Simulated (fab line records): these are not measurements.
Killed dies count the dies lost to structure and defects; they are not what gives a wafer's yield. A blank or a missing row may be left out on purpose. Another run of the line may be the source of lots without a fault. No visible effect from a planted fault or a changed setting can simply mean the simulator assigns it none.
The tool behind it: which one?    flow berkeley-cmos170    Sampling: 14 lots, 42 wafers, 5 of 331 route steps

WHAT EACH GAUGE READ, for each wafer
UCB170_NWELL_THK_MEAS_02.
lot   measured     on             NWELL_OXIDE_THK (nm)
L176  day 2 04:46  film-metro-04  27.0 27.1 26.7
L175  day 2 04:47  film-metro-03  27.4 27.4 26.9
L177  day 2 11:18  film-metro-03  27.2 26.5 26.6
L178  day 2 15:55  film-metro-02  26.6 26.9 26.5
L179  day 2 20:23  film-metro-03  26.9 27.0 26.9
L181  day 3 10:56  film-metro-02  26.3 26.5 26.6
L185  day 4 08:06  film-metro-03  26.7 26.4 26.3
L189  day 5 02:17  film-metro-02  26.3 26.4 26.4
L193  day 5 17:56  film-metro-03  25.9 25.9 26.0
L194  day 5 23:53  film-metro-02  26.8 26.4 26.4
L195  day 6 04:20  film-metro-04  26.8 26.8 26.3
L196  day 6 11:19  film-metro-02  26.8 27.0 27.3
L197  day 6 11:20  film-metro-04  27.2 27.5 27.2
L198  day 6 16:59  film-metro-03  25.6 25.1 25.7

UCB170_NWELL_THK_MEAS_05.
lot   measured     on             NWELL_NITRIDE_THK (nm)
L176  day 2 11:03  film-metro-02  226.0 226.1 225.1
L175  day 2 11:04  film-metro-03  221.3 220.5 220.4
L177  day 2 17:57  film-metro-04  220.6 221.4 218.9
L178  day 2 23:12  film-metro-02  222.4 225.5 224.1
L179  day 3 02:36  film-metro-03  228.3 228.4 227.8
L181  day 3 17:09  film-metro-03  230.3 228.6 226.9
L185  day 4 16:07  film-metro-04  229.1 227.1 228.1
L189  day 5 07:45  film-metro-03  222.6 222.7 224.4
L193  day 6 01:44  film-metro-02  221.3 220.4 220.5
L194  day 6 06:10  film-metro-03  224.8 224.3 223.9
L195  day 6 10:40  film-metro-03  222.9 221.4 221.6
L196  day 6 15:59  film-metro-04  225.8 222.3 222.5
L197  day 6 15:59  film-metro-02  221.3 220.2 221.4
L198  day 6 22:28  film-metro-03  223.1 223.8 222.3

UCB170_NWELL_TW_MEAS_16.
lot   measured     on             NWELL_TW
L176  day 2 12:20  film-metro-04  1255 1248 1247
L175  day 2 12:46  film-metro-04  1259 1265 1261
L177  day 2 19:23  film-metro-03  1265 1267 1258
L178  day 3 00:37  film-metro-03  1143 1141 1147
L179  day 3 03:53  film-metro-03  1250 1245 1246
L181  day 3 18:56  film-metro-04  1166 1156 1156
L185  day 4 18:11  film-metro-04  1262 1254 1264
L189  day 5 09:10  film-metro-03  1251 1245 1260
L193  day 6 03:31  film-metro-03  1259 1262 1263
L194  day 6 07:46  film-metro-03  1262 1255 1262
L195  day 6 11:58  film-metro-04  1253 1258 1262
L196  day 6 17:43  film-metro-03  1259 1256 1261
L197  day 6 17:29  film-metro-04  1258 1256 1258
L198  day 6 23:53  film-metro-04  1261 1262 1259

UCB170_PFIELD_TW_MEAS_09.
lot   measured     on             PFIELD_TW
L176  day 4 17:40  film-metro-04  605 607 609
L175  day 4 17:56  film-metro-02  598 599 596
L177  day 5 00:54  film-metro-04  608 610 607
L178  day 5 01:08  film-metro-02  595 597 597
L179  day 5 01:23  film-metro-03  609 606 604
L181  day 5 19:05  film-metro-03  605 609 606
L185  day 6 19:53  film-metro-03  606 609 610
L189  day 7 15:05  film-metro-04  607 605 606
L193  day 8 02:42  film-metro-04  610 606 608
L194  day 8 12:07  film-metro-03  609 610 609
L195  day 8 12:23  film-metro-04  607 608 608
L196  day 8 19:10  film-metro-03  607 611 613
L197  day 8 18:56  film-metro-04  611 609 607
L198  day 9 00:52  film-metro-03  604 606 607

WHICH TOOL RAN EACH LOT (tool, then ch and the chambers of the sampled wafers, then the start)
lot   UCB170_NWELL_IMPLANT_14
L176  implanter-04 ch 0, day 2 12:05
L175  implanter-03 ch 0, day 2 12:31
L177  implanter-04 ch 0, day 2 19:10
L178  implanter-04 ch 0, day 3 00:23
L179  implanter-03 ch 0, day 3 03:38
L181  implanter-04 ch 0, day 3 18:44
L185  implanter-03 ch 0, day 4 17:56
L189  implanter-03 ch 0, day 5 08:56
L193  implanter-03 ch 0, day 6 03:16
L194  implanter-04 ch 0, day 6 07:34
L195  implanter-03 ch 0, day 6 11:46
L196  implanter-03 ch 0, day 6 17:29
L197  implanter-01 ch 0, day 6 17:16
L198  implanter-04 ch 0, day 6 23:38
- UCB170_NWELL_IMPLANT_14

WHAT THE TOOLS THEMSELVES READ (means of the sampled wafers that have a number; where no wafer has one, the mark that the record gives instead)
UCB170_NWELL_IMPLANT_14.
lot   tool          beam-on-s (s)  faraday-current-uA
L176  implanter-04  9.85           32.2
L175  implanter-03  10.05          31.5
L177  implanter-04  10.06          31.6
L178  implanter-04  7.81           40.7
L179  implanter-03  10.30          30.8
L181  implanter-04  7.63           41.6
L185  implanter-03  9.99           31.8
L189  implanter-03  9.94           32.0
L193  implanter-03  9.99           31.7
L194  implanter-04  9.83           32.2
L195  implanter-03  10.19          31.1
L196  implanter-03  10.06          31.6
L197  implanter-01  10.06          31.6
L198  implanter-04  10.05          31.6

THE ANSWER, worked out from the rows above alone
Rule: usual is defined by the lots themselves. Put in order of their means at a reading, lots are off if they are a third of the lots or fewer, leave a main group of 4 or more, and stand apart from it by a gap of 3 or more times the standard deviation of the main group's means; of several such gaps the widest counts. A main group whose means are all the same, to the digits that the tables above print for the reading, isn't used. A lot without any number at a reading at which 4 lots or more have one is off too. Where the step has rows for the other lots, those lots are counted as sound. After the gauges, taken in route order, come the tools' own readings; for these a lot's mean is taken, as printed above. At the first step where some lot is off, the reading lying furthest off is the one used; lots without a number count as furthest.
Off: L178, L181, seen at UCB170_NWELL_TW_MEAS_16 (NWELL_TW). For the main group the mean is 1257 and the standard deviation 4.9.
If a tool, at a process step before that reading, ran all the lots that are off and no sound lot after the first of them, it fits. Not tried: the gauges at UCB170_NWELL_TW_MEAS_16; whatever is off there is also off at UCB170_NWELL_IMPLANT_14, on other tools, and gauge error can't account for it. No candidate that was tried fits.

WHAT THE SIMULATOR HAD PUT IN
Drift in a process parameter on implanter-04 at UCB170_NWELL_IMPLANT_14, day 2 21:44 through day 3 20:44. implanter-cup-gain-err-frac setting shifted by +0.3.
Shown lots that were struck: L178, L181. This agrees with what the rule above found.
